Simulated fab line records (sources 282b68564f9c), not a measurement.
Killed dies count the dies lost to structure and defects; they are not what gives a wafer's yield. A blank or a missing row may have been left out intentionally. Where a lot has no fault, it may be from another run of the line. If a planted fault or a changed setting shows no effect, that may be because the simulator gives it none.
Split-lot trial -- flow rit cmos -- 23 wafers read from 5 lots, route of 202 steps

== SPLIT DETAILS ==
At RIT_NSD_IMPLANT_08, the setting energy kev was moved away from the recipe's 25 on 7 of the 23 wafers read, by -5.1% to +4.2%. The other wafers ran this setting at the recipe's value.

== THE PATH FROM SPLIT TO READING: the file shows 1 step between them ==
- RIT_NSD_STRIP_09: strips in O2, time 180 s

== THE READING ==
NSD_TW, at RIT_NSD_TW_MEAS_10. Typical for fault-free wafers on this fab line: 3133, with standard deviation 15.

wafer,"tool, chamber at the split",energy kev as run,against the recipe,NSD_TW,against lot-mates on the recipe
L075.4,"implanter-02, 0",25,recipe,3161,-
L075.5,"implanter-02, 0",25,recipe,3154,-
L075.6,"implanter-02, 0",25,recipe,3128,-
L078.1,"implanter-01, 0",25,recipe,3146,-
L078.3,"implanter-01, 0",25,recipe,3139,-
L078.4,"implanter-01, 0",23.72,-5.1%,3103,-40
L078.5,"implanter-01, 0",23.72,-5.1%,3089,-54
L078.6,"implanter-01, 0",23.72,-5.1%,3091,-52
L081.1,"implanter-01, 0",26.04,+4.2%,3161,+36
L081.2,"implanter-01, 0",25,recipe,3132,-
L081.4,"implanter-01, 0",25,recipe,3120,-
L081.5,"implanter-01, 0",26.04,+4.2%,3156,+31
L081.6,"implanter-01, 0",25,recipe,3124,-
L083.1,"implanter-02, 0",25,recipe,3130,-
L083.2,"implanter-02, 0",25,recipe,3138,-
L083.3,"implanter-02, 0",25,recipe,3123,-
L083.4,"implanter-02, 0",25,recipe,3119,-
L083.6,"implanter-02, 0",25,recipe,3125,-
L085.1,"implanter-02, 0",25,recipe,3139,-
L085.2,"implanter-02, 0",25,recipe,3141,-
L085.4,"implanter-02, 0",25.52,+2.1%,3139,+5
L085.5,"implanter-02, 0",25,recipe,3123,-
L085.6,"implanter-02, 0",25.52,+2.1%,3142,+8

FIT RESULTS
A straight line over all 23 wafers: NSD_TW changes by +6.85 for each +1% of energy kev; r = +0.83; the points scatter about the line by 11.
The same after taking each lot's own level away (the mean of its wafers on the recipe; 23 wafers): +8.5 for each +1%; r = +0.92; scatter 8.5.
The reading moves by 44 for the largest change in energy kev, on that fit.
From 3125.3 to 3147.7: that is the span of the lots' own levels, equal to 1.5 times the standard deviation above.
So the slope is not independent of the lot-to-lot level: the two fits are not the same.
Check: with one of the wafers moved furthest among these (-5.1%) left out of the fit, the line predicts -47.2 for it against its lot-mates. Against them it came out at -39.5.

== OTHER SPLITS APPLIED TO THESE WAFERS ==
Other splits were also applied to these wafers ahead of the reading. Each is held against what the fit with the lots' levels taken away leaves over:
other split on the same wafers,wafers away from the commonest value,r with NSD_TW (lot level and that fit taken away)
RIT_ACTIVE_CVD_03 nh3 flow sccm,15,+0.04
RIT_ACTIVE_ETCH_13 over etch frac,11,+0.10
RIT_FOX2_OXIDATION_00 temp c,18,-0.07
RIT_NWELL_IMPLANT_08 energy kev,8,-0.10
RIT_PWELL_SOFTBAKE_02 temp c,12,+0.03
RIT_NRETRO_COAT_01 resist thk nm,8,+0.23
RIT_NRETRO_SOFTBAKE_02 time s,5,+0.05
RIT_PRETRO_IMPLANT_08 tilt deg,6,+0.25
RIT_GATE_CLEAN_01 time s,15,+0.20
RIT_GATE_DEVELOP_15 dev temp c,8,+0.13
RIT_REOX_OXIDATION_03 ox time s,10,+0.19
RIT_PLDD_COAT_01 spin rpm,9,-0.12

== THE WHOLE CHAIN: every reading that the file lists as answering this split, in the file's order ==
step,what it does,reading,change (the file's fit),r (the file's)
RIT_NSD_IMPLANT_08,,"implant.rp nm (the simulator's own value, which no gauge read)",+0.222 nm for each +1% of the setting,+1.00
RIT_NSD_IMPLANT_08,,"implant.drp nm (the simulator's own value, which no gauge read)",+0.0897 nm for each +1% of the setting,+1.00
RIT_NSD_TW_MEAS_10,,NSD_TW,+8.34 for each +1% of the setting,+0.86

== FILE'S OWN FIT ==
NSD_TW changes by +8.34 for each +1% of energy kev, r = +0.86.
